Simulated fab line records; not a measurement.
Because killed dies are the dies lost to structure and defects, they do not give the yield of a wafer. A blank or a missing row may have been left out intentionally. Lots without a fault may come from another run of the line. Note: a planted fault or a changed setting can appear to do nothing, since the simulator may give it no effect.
Which tool is to blame? / flow ritCmos / 15 lots, 45 wafers sampled, at 5 steps of a route of 202

WHAT EACH GAUGE READ, for each wafer
RIT_GATE_THK_MEAS_07. Usual: GATE_OXIDE_THK gives 3.02 nm (standard deviation 0.051).
lot=L135; measured=day 2 23:11; on=filmMetro-03; GATE_OXIDE_THK (nm)=3.01 3.00 3.01; flag=
lot=L137; measured=day 3 03:01; on=filmMetro-01; GATE_OXIDE_THK (nm)=3.08 3.02 3.09; flag=
lot=L138; measured=day 3 07:32; on=filmMetro-02; GATE_OXIDE_THK (nm)=2.99 2.99 3.02; flag=
lot=L139; measured=day 3 14:59; on=filmMetro-03; GATE_OXIDE_THK (nm)=3.05 3.08 3.06; flag=
lot=L141; measured=day 3 20:38; on=filmMetro-03; GATE_OXIDE_THK (nm)=2.94 2.96 3.00; flag=
lot=L145; measured=day 4 19:46; on=filmMetro-01; GATE_OXIDE_THK (nm)=2.99 3.01 2.96; flag=
lot=L146; measured=day 4 23:15; on=filmMetro-03; GATE_OXIDE_THK (nm)=3.07 3.09 3.06; flag=
lot=L147; measured=day 5 04:26; on=filmMetro-02; GATE_OXIDE_THK (nm)=2.99 2.98 2.97; flag=
lot=L149; measured=day 5 13:38; on=filmMetro-01; GATE_OXIDE_THK (nm)=3.09 2.98 2.98; flag=
lot=L150; measured=day 5 21:31; on=filmMetro-01; GATE_OXIDE_THK (nm)=3.05 3.03 3.00; flag=
lot=L152; measured=day 6 04:04; on=filmMetro-01; GATE_OXIDE_THK (nm)=3.04 3.10 3.08; flag=
lot=L154; measured=day 6 13:41; on=filmMetro-03; GATE_OXIDE_THK (nm)=3.06 3.06 3.10; flag=
lot=L155; measured=day 6 14:39; on=filmMetro-03; GATE_OXIDE_THK (nm)=3.10 3.07 3.05; flag=
lot=L156; measured=day 7 00:19; on=filmMetro-01; GATE_OXIDE_THK (nm)=3.15 3.03 3.05; flag=
lot=L158; measured=day 7 11:22; on=filmMetro-01; GATE_OXIDE_THK (nm)=3.04 3.02 2.98; flag=

RIT_PLDD_OVL_MEAS_06. Usual: PLDD_OVL gives 0.2 nm (standard deviation 1.6).
lot=L135; measured=day 3 09:52; on=overlay-02; PLDD_OVL (nm)=-0.3 0.6 1.0; flag=
lot=L137; measured=day 3 12:10; on=overlay-02; PLDD_OVL (nm)=-0.8 0.3 -0.6; flag=
lot=L138; measured=day 3 17:06; on=overlay-01; PLDD_OVL (nm)=0.5 2.1 1.5; flag=
lot=L139; measured=day 4 01:14; on=overlay-01; PLDD_OVL (nm)=0.3 1.7 -0.3; flag=
lot=L141; measured=day 4 05:37; on=overlay-01; PLDD_OVL (nm)=-2.4 -3.5 -1.8; flag=
lot=L145; measured=day 5 05:31; on=overlay-01; PLDD_OVL (nm)=-0.9 -0.4 -2.0; flag=
lot=L146; measured=day 5 12:03; on=overlay-02; PLDD_OVL (nm)=3.6 1.9 1.6; flag=
lot=L147; measured=day 5 14:25; on=overlay-02; PLDD_OVL (nm)=0.6 -1.0 0.8; flag=
lot=L149; measured=day 6 00:45; on=overlay-02; PLDD_OVL (nm)=-2.4 -0.8 -1.4; flag=
lot=L150; measured=day 6 06:23; on=overlay-02; PLDD_OVL (nm)=1.2 1.3 1.3; flag=
lot=L152; measured=day 6 15:01; on=overlay-01; PLDD_OVL (nm)=2.1 2.4 1.2; flag=
lot=L154; measured=day 6 22:55; on=overlay-01; PLDD_OVL (nm)=0.8 -0.1 1.9; flag=
lot=L155; measured=day 7 01:22; on=overlay-02; PLDD_OVL (nm)=0.4 0.7 1.2; flag=
lot=L156; measured=day 7 09:46; on=overlay-01; PLDD_OVL (nm)=0.9 -1.1 0.8; flag=
lot=L158; measured=day 7 20:10; on=overlay-01; PLDD_OVL (nm)=-2.1 -1.2 -1.0; flag=

RIT_CONTACT_CD_MEAS_90: target cd 1000 nm. Usual: cdNm at 999.9 nm, with a standard deviation of 2.4.
lot=L135; measured=day 3 19:26; on=cdSem-01; cdNm (nm)=999.8 1001.6 1002.2; flag=
lot=L137; measured=day 3 22:45; on=cdSem-02; cdNm (nm)=999.0 999.7 1003.1; flag=
lot=L138; measured=day 4 03:02; on=cdSem-02; cdNm (nm)=999.4 999.4 1001.0; flag=
lot=L139; measured=day 4 11:05; on=cdSem-01; cdNm (nm)=995.5 997.4 999.1; flag=
lot=L141; measured=day 4 15:07; on=cdSem-02; cdNm (nm)=1001.4 1003.4 1003.5; flag=
lot=L145; measured=day 5 14:46; on=cdSem-02; cdNm (nm)=- - -; flag=OFF
lot=L146; measured=day 5 21:23; on=cdSem-02; cdNm (nm)=- - -; flag=OFF
lot=L147; measured=day 5 23:56; on=cdSem-02; cdNm (nm)=- - -; flag=OFF
lot=L149; measured=day 6 10:38; on=cdSem-02; cdNm (nm)=1000.9 1003.5 1001.2; flag=
lot=L150; measured=day 6 16:01; on=cdSem-02; cdNm (nm)=998.5 998.2 997.0; flag=
lot=L152; measured=day 7 00:28; on=cdSem-01; cdNm (nm)=1000.4 1000.2 999.0; flag=
lot=L154; measured=day 7 08:41; on=cdSem-02; cdNm (nm)=1002.4 1004.1 1004.1; flag=
lot=L155; measured=day 7 10:45; on=cdSem-01; cdNm (nm)=1000.3 998.2 999.7; flag=
lot=L156; measured=day 7 19:17; on=cdSem-02; cdNm (nm)=1005.7 1003.2 1003.8; flag=
lot=L158; measured=day 8 05:30; on=cdSem-02; cdNm (nm)=998.5 1000.1 999.8; flag=

WHAT TOOL EACH LOT RAN ON (gives the tool, then ch and the chambers of the sampled wafers, and finally the start)
lot=L135; RIT_PSD_STRIP_09=plasmaAsher-01 ch 0,1, day 3 15:48; RIT_CONTACT_CVD_00=pecvd-02 ch 0,1,2, day 3 17:27
lot=L137; RIT_PSD_STRIP_09=plasmaAsher-02 ch 0,1, day 3 18:51; RIT_CONTACT_CVD_00=pecvd-03 ch 1,2, day 3 20:38
lot=L138; RIT_PSD_STRIP_09=plasmaAsher-04 ch 0,1, day 3 23:38; RIT_CONTACT_CVD_00=pecvd-02 ch 0,1,2, day 4 01:17
lot=L139; RIT_PSD_STRIP_09=plasmaAsher-04 ch 0,1, day 4 07:12; RIT_CONTACT_CVD_00=pecvd-01 ch 0,1,2, day 4 08:52
lot=L141; RIT_PSD_STRIP_09=plasmaAsher-02 ch 0,1, day 4 11:22; RIT_CONTACT_CVD_00=pecvd-02 ch 0,2, day 4 13:02
lot=L145; RIT_PSD_STRIP_09=plasmaAsher-04 ch 0,1, day 5 11:19; RIT_CONTACT_CVD_00=pecvd-01 ch 1,2, day 5 12:59
lot=L146; RIT_PSD_STRIP_09=plasmaAsher-02 ch 0, day 5 17:58; RIT_CONTACT_CVD_00=pecvd-03 ch 0,2, day 5 19:38
lot=L147; RIT_PSD_STRIP_09=plasmaAsher-02 ch 0,1, day 5 20:13; RIT_CONTACT_CVD_00=pecvd-02 ch 0,1, day 5 21:53
lot=L149; RIT_PSD_STRIP_09=plasmaAsher-04 ch 1, day 6 06:51; RIT_CONTACT_CVD_00=pecvd-03 ch 0,1,2, day 6 08:33
lot=L150; RIT_PSD_STRIP_09=plasmaAsher-02 ch 0,1, day 6 12:27; RIT_CONTACT_CVD_00=pecvd-02 ch 1,2, day 6 14:07
lot=L152; RIT_PSD_STRIP_09=plasmaAsher-02 ch 1, day 6 20:52; RIT_CONTACT_CVD_00=pecvd-03 ch 0,1, day 6 22:31
lot=L154; RIT_PSD_STRIP_09=plasmaAsher-02 ch 0,1, day 7 05:14; RIT_CONTACT_CVD_00=pecvd-01 ch 0,2, day 7 06:52
lot=L155; RIT_PSD_STRIP_09=plasmaAsher-01 ch 0,1, day 7 07:14; RIT_CONTACT_CVD_00=pecvd-03 ch 0,1,2, day 7 08:50
lot=L156; RIT_PSD_STRIP_09=plasmaAsher-04 ch 0,1, day 7 15:40; RIT_CONTACT_CVD_00=pecvd-02 ch 0,1,2, day 7 17:24
lot=L158; RIT_PSD_STRIP_09=plasmaAsher-02 ch 0,1, day 8 01:50; RIT_CONTACT_CVD_00=pecvd-03 ch 0,1,2, day 8 03:44
- RIT_PSD_STRIP_09: strips in O2, time 180 s.
- RIT_CONTACT_CVD_00: deposits SiO2 from TEOS, target thk 400 nm, time 61 s.

AS READ BY THE TOOLS THEMSELVES (means over the sampled wafers that have a number; for cases with no such wafer, the mark the record gives instead)
RIT_PSD_STRIP_09. Usual: drypumpMotorCurrentA at 6.13 A, with a standard deviation of 0.26.
lot=L135; tool=plasmaAsher-01; drypumpMotorCurrentA (A)=5.89; flag=
lot=L137; tool=plasmaAsher-02; drypumpMotorCurrentA (A)=6.39; flag=
lot=L138; tool=plasmaAsher-04; drypumpMotorCurrentA (A)=6.01; flag=
lot=L139; tool=plasmaAsher-04; drypumpMotorCurrentA (A)=5.98; flag=
lot=L141; tool=plasmaAsher-02; drypumpMotorCurrentA (A)=6.44; flag=
lot=L145; tool=plasmaAsher-04; drypumpMotorCurrentA (A)=6.03; flag=
lot=L146; tool=plasmaAsher-02; drypumpMotorCurrentA (A)=6.45; flag=
lot=L147; tool=plasmaAsher-02; drypumpMotorCurrentA (A)=6.41; flag=
lot=L149; tool=plasmaAsher-04; drypumpMotorCurrentA (A)=5.96; flag=
lot=L150; tool=plasmaAsher-02; drypumpMotorCurrentA (A)=6.44; flag=
lot=L152; tool=plasmaAsher-02; drypumpMotorCurrentA (A)=6.39; flag=
lot=L154; tool=plasmaAsher-02; drypumpMotorCurrentA (A)=6.40; flag=
lot=L155; tool=plasmaAsher-01; drypumpMotorCurrentA (A)=5.79; flag=
lot=L156; tool=plasmaAsher-04; drypumpMotorCurrentA (A)=6.01; flag=
lot=L158; tool=plasmaAsher-02; drypumpMotorCurrentA (A)=6.40; flag=

RIT_CONTACT_CVD_00. Usual: heaterPowerW 313 W, standard deviation 50; rfFwdPowerW 397.3 W, standard deviation 1.4.
lot=L135; tool=pecvd-02; heaterPowerW (W)=298; rfFwdPowerW (W)=397.2; flag=
lot=L137; tool=pecvd-03; heaterPowerW (W)=311; rfFwdPowerW (W)=399.4; flag=
lot=L138; tool=pecvd-02; heaterPowerW (W)=314; rfFwdPowerW (W)=398.1; flag=
lot=L139; tool=pecvd-01; heaterPowerW (W)=321; rfFwdPowerW (W)=397.8; flag=
lot=L141; tool=pecvd-02; heaterPowerW (W)=292; rfFwdPowerW (W)=396.1; flag=
lot=L145; tool=pecvd-01; heaterPowerW (W)=-; rfFwdPowerW (W)=-; flag=OFF
lot=L146; tool=pecvd-03; heaterPowerW (W)=-; rfFwdPowerW (W)=-; flag=OFF
lot=L147; tool=pecvd-02; heaterPowerW (W)=-; rfFwdPowerW (W)=-; flag=OFF
lot=L149; tool=pecvd-03; heaterPowerW (W)=301; rfFwdPowerW (W)=397.1; flag=
lot=L150; tool=pecvd-02; heaterPowerW (W)=290; rfFwdPowerW (W)=396.1; flag=
lot=L152; tool=pecvd-03; heaterPowerW (W)=262; rfFwdPowerW (W)=397.5; flag=
lot=L154; tool=pecvd-01; heaterPowerW (W)=320; rfFwdPowerW (W)=398.3; flag=
lot=L155; tool=pecvd-03; heaterPowerW (W)=310; rfFwdPowerW (W)=396.3; flag=
lot=L156; tool=pecvd-02; heaterPowerW (W)=310; rfFwdPowerW (W)=397.6; flag=
lot=L158; tool=pecvd-03; heaterPowerW (W)=317; rfFwdPowerW (W)=397.2; flag=

THE ANSWER, worked out from the rows above alone
Rule: a lot is off if the mean of its wafers that have a number lies more than 3 standard deviations from the usual mean. A lot without any number at a reading at which 4 lots or more have one is off too. The other lots that the step has rows for count as sound. Order of review: gauges by route order, followed by the tools' own readings, for which a lot's mean as printed above is used. At the first step where some lot is off, the reading lying furthest off is the one used; lots without a number count as furthest.
Off: L145, L146, L147, at RIT_CONTACT_CD_MEAS_90 (cdNm). Without a number there: L145, L146, L147.
If a tool, at a process step before that reading, ran all the lots that are off and no sound lot after the first of them, it fits. Not tried: the gauges at RIT_CONTACT_CD_MEAS_90; whatever is off there is also off at RIT_CONTACT_CVD_00, on other tools, and gauge error can't account for it. No candidate that was tried fits.

WHAT THE SIMULATOR HAD INSERTED
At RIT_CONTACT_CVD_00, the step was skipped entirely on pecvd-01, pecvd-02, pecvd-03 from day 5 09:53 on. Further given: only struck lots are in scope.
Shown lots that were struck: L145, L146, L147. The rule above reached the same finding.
